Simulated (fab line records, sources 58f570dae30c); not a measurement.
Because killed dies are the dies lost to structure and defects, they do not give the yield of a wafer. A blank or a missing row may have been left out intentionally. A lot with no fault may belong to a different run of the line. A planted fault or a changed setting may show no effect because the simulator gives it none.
Which tool is to blame? | flow berkeley-cmos170 | 7 lots, 21 wafers sampled, at 2 steps of a route of 331

WHAT THE GAUGES SHOWED, per wafer
UCB170_PLDD_TW_MEAS_11.
lot  | measured     | on            | PLDD_TW
L369 | day 6 16:14  | film-metro-03 | 1023 1029 1023
L373 | day 7 07:57  | film-metro-01 | 1009 1004 1008
L374 | day 7 20:11  | film-metro-02 | 947 947 948
L382 | day 9 07:23  | film-metro-02 | 1022 1024 1026
L384 | day 9 21:32  | film-metro-02 | 1033 1028 1022
L388 | day 10 15:34 | film-metro-01 | 1006 1003 1007
L390 | day 10 15:42 | film-metro-03 | 1020 1023 1023

EACH LOT AND THE TOOL THAT RAN IT (in order: tool; ch and the chambers of the sampled wafers; start)
lot  | UCB170_PLDD_IMPLANT_08
L369 | implanter-04 ch 0, day 6 15:50
L373 | implanter-02 ch 0, day 7 07:33
L374 | implanter-03 ch 0, day 7 19:47
L382 | implanter-02 ch 0, day 9 06:57
L384 | implanter-02 ch 0, day 9 21:08
L388 | implanter-04 ch 0, day 10 15:10
L390 | implanter-02 ch 0, day 10 15:20
- UCB170_PLDD_IMPLANT_08

THE ANSWER, worked out from the rows above alone
Rule: the lots themselves supply what counts as usual. The widest of any qualifying gaps counts: lots, ordered by their means at a reading, are off when they make up no more than a third of the lots, leave a main group of 4 or more, and stand apart from it by 3 or more times the standard deviation of that group's means. If all means in a main group match to the digits the tables above print for the reading, that group is not used. A lot without any number at a reading at which 4 lots or more have one is off too. Where the step has rows for the other lots, those lots are counted as sound.
Off: L374, at UCB170_PLDD_TW_MEAS_11 (PLDD_TW). For the main group the mean is 1018 and the standard deviation 8.9.
If a tool, at a process step before that reading, ran all the lots that are off and no sound lot after the first of them, it fits. The gauges at UCB170_PLDD_TW_MEAS_11 are tried like those tools. One candidate fits, namely implanter-03 at UCB170_PLDD_IMPLANT_08. It ran no sound lot before its first lot that is off in this sample, so the start can't be narrowed down.

WHAT THE SIMULATOR HAD INSERTED
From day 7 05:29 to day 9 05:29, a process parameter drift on implanter-03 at UCB170_PLDD_IMPLANT_08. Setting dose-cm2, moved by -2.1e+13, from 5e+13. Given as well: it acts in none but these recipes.
Struck lots among those shown: L374. The rule above reached the same finding.
